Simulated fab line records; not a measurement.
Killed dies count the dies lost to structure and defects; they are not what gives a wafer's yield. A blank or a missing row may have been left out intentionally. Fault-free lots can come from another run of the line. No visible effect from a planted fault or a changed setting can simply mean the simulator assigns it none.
Shared-tool check + flow berkeleyCmos170 + Lots sampled 12, wafers sampled 36

## WHY THIS WAS OPENED
At UCB170_NLDD_TW_MEAS_11 the reading NLDD_TW is flagged on 2 of 12 lots. Fault-free wafers read 2237, with a standard deviation of 23.
Rule: a lot gets a flag if all its wafers with a number sit over 4 standard deviations from that mean, or if no wafer of it has a number. As for the other lots, they are considered sound.

| lot  | measured     | on           | NLDD_TW, wafer by wafer | flag    |
|------|--------------|--------------|-------------------------|---------|
| L131 | day 7 21:18  | filmMetro-03 | 2208 2203 2204          |         |
| L130 | day 7 22:39  | filmMetro-01 | 2236 2236 2233          |         |
| L142 | day 9 12:23  | filmMetro-01 | 2430 2405 2425          | FLAGGED |
| L140 | day 9 12:56  | filmMetro-03 | 2366 2366 2360          | FLAGGED |
| L146 | day 10 12:01 | filmMetro-01 | 2246 2238 2260          |         |
| L144 | day 10 12:37 | filmMetro-04 | 2245 2246 2242          |         |
| L145 | day 10 12:39 | filmMetro-03 | 2173 2197 2193          |         |
| L148 | day 11 13:52 | filmMetro-03 | 2198 2206 2204          |         |
| L147 | day 11 14:56 | filmMetro-04 | 2243 2267 2246          |         |
| L152 | day 11 15:01 | filmMetro-04 | 2254 2240 2244          |         |
| L151 | day 11 17:29 | filmMetro-01 | 2267 2260 2260          |         |
| L149 | day 11 17:43 | filmMetro-04 | 2239 2242 2243          |         |
Average over the flagged lots: 2392; offset from the usual +155, equal to +7 standard deviations.

## LOT BY LOT: THE TOOL USED
The record holds 2 process steps before the reading, out of a route of 331 steps. Cell contents, in order: the tool; ch with the chambers the sampled wafers went through; the start.
| lot  | flag    | UCB170_NWELL_STRIP_15              | UCB170_NLDD_IMPLANT_08          |
|------|---------|------------------------------------|---------------------------------|
| L131 |         | plasmaAsher-02 ch 0,1, day 2 21:35 | implanter-04 ch 0, day 7 20:54  |
| L130 |         | plasmaAsher-03 ch 0,1, day 2 16:11 | implanter-03 ch 0, day 7 22:16  |
| L142 | FLAGGED | plasmaAsher-03 ch 0,1, day 5 00:49 | implanter-03 ch 0, day 9 11:59  |
| L140 | FLAGGED | plasmaAsher-02 ch 0,1, day 4 15:28 | implanter-03 ch 0, day 9 12:34  |
| L146 |         | plasmaAsher-01 ch 0,1, day 6 00:40 | implanter-01 ch 0, day 10 11:39 |
| L144 |         | plasmaAsher-03 ch 0,1, day 5 08:14 | implanter-04 ch 0, day 10 12:09 |
| L145 |         | plasmaAsher-02 ch 0,1, day 5 15:03 | implanter-01 ch 0, day 10 12:15 |
| L148 |         | plasmaAsher-03 ch 0, day 6 12:32   | implanter-01 ch 0, day 11 13:29 |
| L147 |         | plasmaAsher-01 ch 1, day 6 12:47   | implanter-04 ch 0, day 11 14:32 |
| L152 |         | plasmaAsher-01 ch 0,1, day 7 01:49 | implanter-01 ch 0, day 11 14:37 |
| L151 |         | plasmaAsher-03 ch 0,1, day 7 01:06 | implanter-01 ch 0, day 11 17:05 |
| L149 |         | plasmaAsher-02 ch 0,1, day 6 19:40 | implanter-04 ch 0, day 11 17:21 |
What the steps here do:
- UCB170_NWELL_STRIP_15: strips in O2.
- UCB170_NLDD_IMPLANT_08
- UCB170_NLDD_TW_MEAS_11

## FLAGGED AGAINST TOTAL, ONE TOOL AT A TIME (gauges that did the reading follow at the end)
| step                   | tool           | lots run | flagged | share of the flagged lots | sound lots run after its first flagged lot |
|------------------------|----------------|----------|---------|---------------------------|--------------------------------------------|
| UCB170_NWELL_STRIP_15  | plasmaAsher-01 | 3        | 0       | none                      | -                                          |
| UCB170_NWELL_STRIP_15  | plasmaAsher-02 | 4        | 1       | some                      | 2 (L145,L149)                              |
| UCB170_NWELL_STRIP_15  | plasmaAsher-03 | 5        | 1       | some                      | 3 (L144,L148,L151)                         |
| UCB170_NLDD_IMPLANT_08 | implanter-01   | 5        | 0       | none                      | -                                          |
| UCB170_NLDD_IMPLANT_08 | implanter-03   | 3        | 2       | all                       | 0                                          |
| UCB170_NLDD_IMPLANT_08 | implanter-04   | 4        | 0       | none                      | -                                          |
| UCB170_NLDD_TW_MEAS_11 | filmMetro-01   | 4        | 1       | some                      | 2 (L146,L151)                              |
| UCB170_NLDD_TW_MEAS_11 | filmMetro-03   | 4        | 1       | some                      | 2 (L145,L148)                              |
| UCB170_NLDD_TW_MEAS_11 | filmMetro-04   | 4        | 0       | none                      | -                                          |

## WHAT THE TABLE ALLOWS
1 row of the table ran every flagged lot: implanter-03 at UCB170_NLDD_IMPLANT_08.
- implanter-03 at UCB170_NLDD_IMPLANT_08 ran 3 lots, 2 of them flagged. Last sound lot L130 at day 7 22:16, first flagged lot L142 at day 9 11:59; a fault beginning in between fits. Its own readings (doseIonsCm2, faradayCurrentUA) fall more than 4 standard deviations out on all wafers of the flagged lots.
Just one tool remains: implanter-03 at UCB170_NLDD_IMPLANT_08.

## WHAT THE SIMULATOR PUT IN
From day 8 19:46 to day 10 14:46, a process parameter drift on implanter-03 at UCB170_NLDD_IMPLANT_08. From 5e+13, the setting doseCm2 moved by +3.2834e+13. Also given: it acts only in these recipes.
Lots struck among those shown: L142, L140. The rule above reached the same finding.
